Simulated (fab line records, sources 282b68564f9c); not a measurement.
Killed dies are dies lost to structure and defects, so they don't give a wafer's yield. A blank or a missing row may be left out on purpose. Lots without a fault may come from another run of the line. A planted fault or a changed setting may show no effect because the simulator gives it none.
Which tool did it? | flow rit_cmos | 7 lots, 21 wafers sampled, at 2 steps of a route of 202

WHAT THE GAUGES READ, wafer by wafer
RIT_ACTIVE_CD_MEAS_11: target cd 1400 nm.
lot  | measured    | on        | cd_nm (nm)
L775 | day 2 01:16 | cd_sem-02 | 1401.1 1402.4 1400.3
L777 | day 2 10:45 | cd_sem-02 | 1400.2 1399.0 1398.9
L781 | day 3 06:26 | cd_sem-02 | 1394.5 1395.6 1392.8
L784 | day 3 23:08 | cd_sem-01 | 1398.5 1400.4 1400.8
L788 | day 4 21:07 | cd_sem-02 | 1355.0 1356.0 1356.1
L792 | day 5 16:08 | cd_sem-01 | 1400.1 1399.7 1399.9
L796 | day 6 10:30 | cd_sem-01 | 1400.0 1399.8 1400.0

WHICH TOOL RAN EACH LOT (tool, then ch and the chambers of the sampled wafers, then the start)
lot  | RIT_ACTIVE_DEVELOP_10
L775 | litho_track-02 ch 0, day 2 01:00
L777 | litho_track-02 ch 0, day 2 10:00
L781 | litho_track-04 ch 0, day 3 06:00
L784 | litho_track-02 ch 0, day 3 22:00
L788 | litho_track-04 ch 0, day 4 20:00
L792 | litho_track-02 ch 0, day 5 15:00
L796 | litho_track-02 ch 0, day 6 10:00
- RIT_ACTIVE_DEVELOP_10: develop time 50 s.

THE ANSWER, worked out from the rows above alone
Rule: what is usual is taken from the lots themselves. Put in order of their means at a reading, lots are off if they are a third of the lots or fewer, leave a main group of 4 or more, and stand apart from it by a gap of 3 or more times the standard deviation of the main group's means; of several such gaps the widest counts. A main group whose means are all the same, to the digits that the tables above print for the reading, isn't used. A lot without any number at a reading at which 4 lots or more have one is off too. The other lots that the step has rows for count as sound.
Off: L788, at RIT_ACTIVE_CD_MEAS_11 (cd_nm). The main group: mean 1399.1 nm, standard deviation 2.2.
A tool fits if, at a process step before that reading, it ran every lot that is off, and no sound lot after the first of them. The gauges at RIT_ACTIVE_CD_MEAS_11 are tried like those tools. Can't be told from this: 2 tools fit, litho_track-04 at RIT_ACTIVE_DEVELOP_10, cd_sem-02 at RIT_ACTIVE_CD_MEAS_11.

WHAT THE SIMULATOR HAD PUT IN
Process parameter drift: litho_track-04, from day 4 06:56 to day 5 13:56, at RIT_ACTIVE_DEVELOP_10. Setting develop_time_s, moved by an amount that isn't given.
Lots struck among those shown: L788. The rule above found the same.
